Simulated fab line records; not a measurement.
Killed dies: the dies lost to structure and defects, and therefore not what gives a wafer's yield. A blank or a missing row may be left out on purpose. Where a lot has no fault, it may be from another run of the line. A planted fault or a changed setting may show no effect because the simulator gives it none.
What tool caused it? + flow rit-cmos + Sampling: 15 lots, 45 wafers, 6 of 202 route steps

WHAT EACH GAUGE READ, for each wafer
RIT_GATE_CD_MEAS_90 targets a cd of 150 nm. Usual: cd-nm at 149.6 nm, with a standard deviation of 2.
| lot  | measured    | on        | cd-nm (nm)        | flag |
|------|-------------|-----------|-------------------|------|
| L361 | day 2 14:01 | cd-sem-02 | 151.5 149.6 149.4 |      |
| L362 | day 2 18:20 | cd-sem-02 | 144.1 145.4 145.0 |      |
| L363 | day 3 05:50 | cd-sem-01 | 149.9 145.7 147.1 |      |
| L364 | day 3 08:51 | cd-sem-01 | 149.5 149.5 149.1 |      |
| L366 | day 3 17:02 | cd-sem-01 | 151.3 150.0 151.6 |      |
| L367 | day 3 21:17 | cd-sem-01 | 152.8 151.6 149.6 |      |
| L368 | day 4 06:55 | cd-sem-02 | 152.3 150.5 151.8 |      |
| L369 | day 4 10:16 | cd-sem-01 | 146.8 148.1 148.5 |      |
| L372 | day 4 23:53 | cd-sem-02 | 147.0 149.5 146.0 |      |
| L373 | day 5 04:26 | cd-sem-01 | 151.7 150.5 150.4 |      |
| L374 | day 5 10:15 | cd-sem-02 | 149.9 150.0 152.2 |      |
| L377 | day 5 23:11 | cd-sem-01 | 151.2 149.2 151.2 |      |
| L381 | day 6 17:19 | cd-sem-01 | 150.0 149.8 148.7 |      |
| L382 | day 7 04:20 | cd-sem-01 | 148.6 148.6 151.1 |      |
| L384 | day 7 12:32 | cd-sem-01 | 150.9 149.2 151.0 |      |

RIT_SDANNEAL_RS_MEAS_04: measurement is done with a four-point probe. Usual: PSD_RS 115.9 ohm/sq, standard deviation 0.31.
| lot  | measured    | on            | PSD_RS (ohm/sq)   | flag |
|------|-------------|---------------|-------------------|------|
| L361 | day 3 03:29 | film-metro-04 | 116.0 116.1 116.4 |      |
| L362 | day 3 07:41 | film-metro-03 | 115.9 115.8 115.7 |      |
| L363 | day 3 18:28 | film-metro-03 | 115.7 115.7 116.0 |      |
| L364 | day 3 21:58 | film-metro-03 | 116.1 115.6 116.0 |      |
| L366 | day 4 05:53 | film-metro-03 | 115.6 115.4 115.8 |      |
| L367 | day 4 09:53 | film-metro-02 | 115.9 115.9 116.0 |      |
| L368 | day 4 18:55 | film-metro-04 | 116.1 116.2 116.1 |      |
| L369 | day 5 00:01 | film-metro-02 | 115.8 115.9 115.8 |      |
| L372 | day 5 15:35 | film-metro-02 | 115.6 115.6 115.6 |      |
| L373 | day 5 17:41 | film-metro-03 | 116.3 116.2 116.0 |      |
| L374 | day 5 22:55 | film-metro-02 | 115.9 115.4 115.8 |      |
| L377 | day 6 11:29 | film-metro-03 | 116.4 116.4 116.5 |      |
| L381 | day 7 07:23 | film-metro-02 | 115.4 115.3 115.4 |      |
| L382 | day 7 18:17 | film-metro-03 | 116.0 116.4 116.6 |      |
| L384 | day 8 01:01 | film-metro-03 | 115.7 115.8 116.2 |      |

RIT_M1_CD_MEAS_09 targets a cd of 2600 nm. Usual: cd-nm at 2600.4 nm, with a standard deviation of 2.
| lot  | measured    | on        | cd-nm (nm)           | flag |
|------|-------------|-----------|----------------------|------|
| L361 | day 3 08:18 | cd-sem-02 | 2598.5 2599.4 2598.3 |      |
| L362 | day 3 12:23 | cd-sem-02 | 2599.2 2598.7 2600.5 |      |
| L363 | day 3 23:31 | cd-sem-01 | 2597.7 2600.0 2596.6 |      |
| L364 | day 4 02:49 | cd-sem-01 | 2598.6 2601.2 2601.4 |      |
| L366 | day 4 10:55 | cd-sem-01 | 2601.2 2602.1 2604.2 |      |
| L367 | day 4 14:35 | cd-sem-02 | 2598.3 2599.2 2598.6 |      |
| L368 | day 4 23:34 | cd-sem-01 | 2603.1 2600.7 2602.9 |      |
| L369 | day 5 04:47 | cd-sem-02 | 2602.0 2602.3 2601.6 |      |
| L372 | day 5 20:17 | cd-sem-01 | 2603.6 2602.0 2602.9 |      |
| L373 | day 5 22:30 | cd-sem-01 | - - -                | OFF  |
| L374 | day 6 03:45 | cd-sem-01 | - - -                | OFF  |
| L377 | day 6 16:25 | cd-sem-02 | - - -                | OFF  |
| L381 | day 7 12:21 | cd-sem-02 | 2602.7 2601.5 2600.8 |      |
| L382 | day 7 22:56 | cd-sem-01 | 2599.1 2600.1 2598.5 |      |
| L384 | day 8 05:35 | cd-sem-01 | 2601.6 2600.2 2601.4 |      |

RIT_M1_OVL_MEAS_10. Usual: M1_OVL 0.4 nm, standard deviation 1.4.
| lot  | measured    | on         | M1_OVL (nm)   | flag |
|------|-------------|------------|---------------|------|
| L361 | day 3 08:24 | overlay-01 | 1.4 1.3 2.7   |      |
| L362 | day 3 12:30 | overlay-01 | 1.2 0.4 2.3   |      |
| L363 | day 3 23:38 | overlay-02 | 1.7 -2.1 0.4  |      |
| L364 | day 4 02:55 | overlay-02 | -0.9 -2.3 0.9 |      |
| L366 | day 4 11:02 | overlay-01 | 0.2 -0.5 2.7  |      |
| L367 | day 4 14:40 | overlay-01 | 0.9 4.3 0.9   |      |
| L368 | day 4 23:41 | overlay-02 | -0.5 -0.8 0.1 |      |
| L369 | day 5 04:53 | overlay-01 | 0.3 -2.1 -0.7 |      |
| L372 | day 5 20:24 | overlay-01 | 1.7 0.7 1.6   |      |
| L373 | day 5 22:37 | overlay-01 | - - -         | OFF  |
| L374 | day 6 03:52 | overlay-01 | - - -         | OFF  |
| L377 | day 6 16:32 | overlay-01 | - - -         | OFF  |
| L381 | day 7 12:28 | overlay-01 | -1.5 0.6 -0.9 |      |
| L382 | day 7 23:02 | overlay-02 | 0.1 0.0 0.3   |      |
| L384 | day 8 05:41 | overlay-01 | 0.7 -0.7 0.9  |      |

WHICH TOOL RAN EACH LOT (tool, then ch and the chambers of the sampled wafers, then the start)
| lot  | RIT_SILICIDE_RTA_06             | RIT_M1_DEVELOP_08                |
|------|---------------------------------|----------------------------------|
| L361 | rtp-anneal-01 ch 0, day 3 04:25 | litho-track-03 ch 0, day 3 08:00 |
| L362 | rtp-anneal-01 ch 0, day 3 08:37 | litho-track-04 ch 0, day 3 12:00 |
| L363 | rtp-anneal-01 ch 0, day 3 19:24 | litho-track-01 ch 0, day 3 23:00 |
| L364 | rtp-anneal-01 ch 0, day 3 22:53 | litho-track-03 ch 0, day 4 02:00 |
| L366 | rtp-anneal-01 ch 0, day 4 06:52 | litho-track-04 ch 0, day 4 10:00 |
| L367 | rtp-anneal-01 ch 0, day 4 10:47 | litho-track-03 ch 0, day 4 14:00 |
| L368 | rtp-anneal-01 ch 0, day 4 19:50 | litho-track-03 ch 0, day 4 23:00 |
| L369 | rtp-anneal-01 ch 0, day 5 00:57 | litho-track-03 ch 0, day 5 04:00 |
| L372 | rtp-anneal-01 ch 0, day 5 16:31 | litho-track-04 ch 0, day 5 20:00 |
| L373 | rtp-anneal-01 ch 0, day 5 18:37 | litho-track-03 ch 0, day 5 22:00 |
| L374 | rtp-anneal-01 ch 0, day 5 23:50 | litho-track-03 ch 0, day 6 03:00 |
| L377 | rtp-anneal-01 ch 0, day 6 12:25 | litho-track-03 ch 0, day 6 16:00 |
| L381 | rtp-anneal-01 ch 0, day 7 08:23 | litho-track-04 ch 0, day 7 12:00 |
| L382 | rtp-anneal-01 ch 0, day 7 19:17 | litho-track-01 ch 0, day 7 22:00 |
| L384 | rtp-anneal-02 ch 0, day 8 01:56 | litho-track-01 ch 0, day 8 05:00 |
- RIT_SILICIDE_RTA_06: time 10 s, ramp up 5 s, ramp down 10 s.
- RIT_M1_DEVELOP_08: develop time 68 s.

WHAT THE TOOLS THEMSELVES READ (means of the sampled wafers that have a number; where no wafer has one, the mark that the record gives instead)
RIT_SILICIDE_RTA_06. Usual: wafer_temp_C_max at 753.1, with a standard deviation of 0.71.
| lot  | tool          | wafer_temp_C_max | flag |
|------|---------------|------------------|------|
| L361 | rtp-anneal-01 | 753.4            |      |
| L362 | rtp-anneal-01 | 753.3            |      |
| L363 | rtp-anneal-01 | 752.5            |      |
| L364 | rtp-anneal-01 | 753.4            |      |
| L366 | rtp-anneal-01 | 752.5            |      |
| L367 | rtp-anneal-01 | 753.0            |      |
| L368 | rtp-anneal-01 | 753.1            |      |
| L369 | rtp-anneal-01 | 752.6            |      |
| L372 | rtp-anneal-01 | 752.9            |      |
| L373 | rtp-anneal-01 | 752.6            |      |
| L374 | rtp-anneal-01 | 753.3            |      |
| L377 | rtp-anneal-01 | 752.6            |      |
| L381 | rtp-anneal-01 | 752.7            |      |
| L382 | rtp-anneal-01 | 753.6            |      |
| L384 | rtp-anneal-02 | 753.6            |      |

RIT_M1_DEVELOP_08. Usual: resist-line-temp-C at 22.98 C, with a standard deviation of 0.091.
| lot  | tool           | resist-line-temp-C (C) | flag |
|------|----------------|------------------------|------|
| L361 | litho-track-03 | 22.84                  |      |
| L362 | litho-track-04 | 22.85                  |      |
| L363 | litho-track-01 | 23.05                  |      |
| L364 | litho-track-03 | 23.05                  |      |
| L366 | litho-track-04 | 22.95                  |      |
| L367 | litho-track-03 | 23.05                  |      |
| L368 | litho-track-03 | 22.93                  |      |
| L369 | litho-track-03 | 23.02                  |      |
| L372 | litho-track-04 | 23.02                  |      |
| L373 | litho-track-03 | 22.87                  |      |
| L374 | litho-track-03 | 23.11                  |      |
| L377 | litho-track-03 | 23.02                  |      |
| L381 | litho-track-04 | 22.99                  |      |
| L382 | litho-track-01 | 22.99                  |      |
| L384 | litho-track-01 | 22.97                  |      |

THE ANSWER, worked out from the rows above alone
Rule: a lot counts as off when the mean over its wafers that have a number is more than 3 standard deviations away from the usual mean. Also off: a lot with no number at a reading for which 4 or more lots have one. The other lots that the step has rows for count as sound. First the gauges in route order, then the tools' own readings, where a lot's mean is used as printed above. At the first step where some lot is off, the reading lying furthest off is the one used; lots without a number count as furthest.
Off: L373, L374, L377, at RIT_M1_CD_MEAS_09 (cd-nm). Without a number there: L373, L374, L377.
A tool fits if, at a process step before that reading, it ran every lot that is off, and no sound lot after the first of them. The gauges at RIT_M1_CD_MEAS_09 aren't tried: what is off there is off at RIT_M1_OVL_MEAS_10 too, on other tools, and a gauge's error can't cause that. One fits: litho-track-03 at RIT_M1_DEVELOP_08. Its last sound lot is L369 (day 5 04:00), its first lot that is off L373 (day 5 22:00): a fault that began between those two fits.

WHAT WAS PUT IN BY THE SIMULATOR
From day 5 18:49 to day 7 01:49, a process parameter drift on litho-track-03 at RIT_M1_DEVELOP_08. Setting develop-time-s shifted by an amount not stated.
Lots struck among those shown: L373, L374, L377. Same finding as the rule above.
